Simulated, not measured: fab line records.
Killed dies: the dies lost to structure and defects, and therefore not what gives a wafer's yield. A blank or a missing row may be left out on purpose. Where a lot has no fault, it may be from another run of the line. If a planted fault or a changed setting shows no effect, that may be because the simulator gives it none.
Chamber matching | flow berkeley_cmos170 | 4 sister chambers for UCB170_V1_CMP_02 on cmp-01
The step polishes SiO2. 8 wafers are shown with their chamber, then 7 later ones without.

== WAFERS, EACH WITH ITS CHAMBER ==
wafer  | chamber | motor_current_A (A)
L108.3 | 0       | 15.3
L112.1 | 2       | 15.4
L112.4 | 3       | 12.3
L117.1 | 1       | 13.9
L117.4 | 3       | 12.0
L117.6 | 1       | 13.7
L120.1 | 0       | 14.8
L120.2 | 2       | 16.2

== WAFERS WITHOUT THEIR CHAMBER ==
wafer  | motor_current_A (A)
L120.5 | 15.5
L119.3 | 14.5
L119.5 | 15.8
L119.6 | 13.8
L122.1 | 15.8
L122.5 | 15.4
L122.6 | 12.1

== WHICH CHAMBER EACH ONE RAN IN ==
wafer  | from the rows above     | in truth
L120.5 | can't be placed: 2 or 0 | 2
L119.3 | can't be placed: 0 or 1 | 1
L119.5 | 2                       | 2
L119.6 | 1                       | 1
L122.1 | 2                       | 2
L122.5 | can't be placed: 0 or 2 | 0
L122.6 | 3                       | 3
Correctly placed: 4 of 7. From these rows, 3 cannot be placed; in 3 the true chamber is one of the candidates. Number placed wrongly: 0.
How it was worked out, from the rows above alone: a wafer's distance from a chamber is the root of the sum, over the readings, of the square of ((its reading less the chamber's mean) divided by the reading's scatter). The wafer belongs to the nearest chamber; if the next one is less than 2 further off, it can't be placed. A chamber's mean is the mean of its shown wafers. The scatter is the square root of a quotient: the sum, over the shown wafers, of each reading's squared deviation from its chamber's mean, divided by wafers minus chambers.
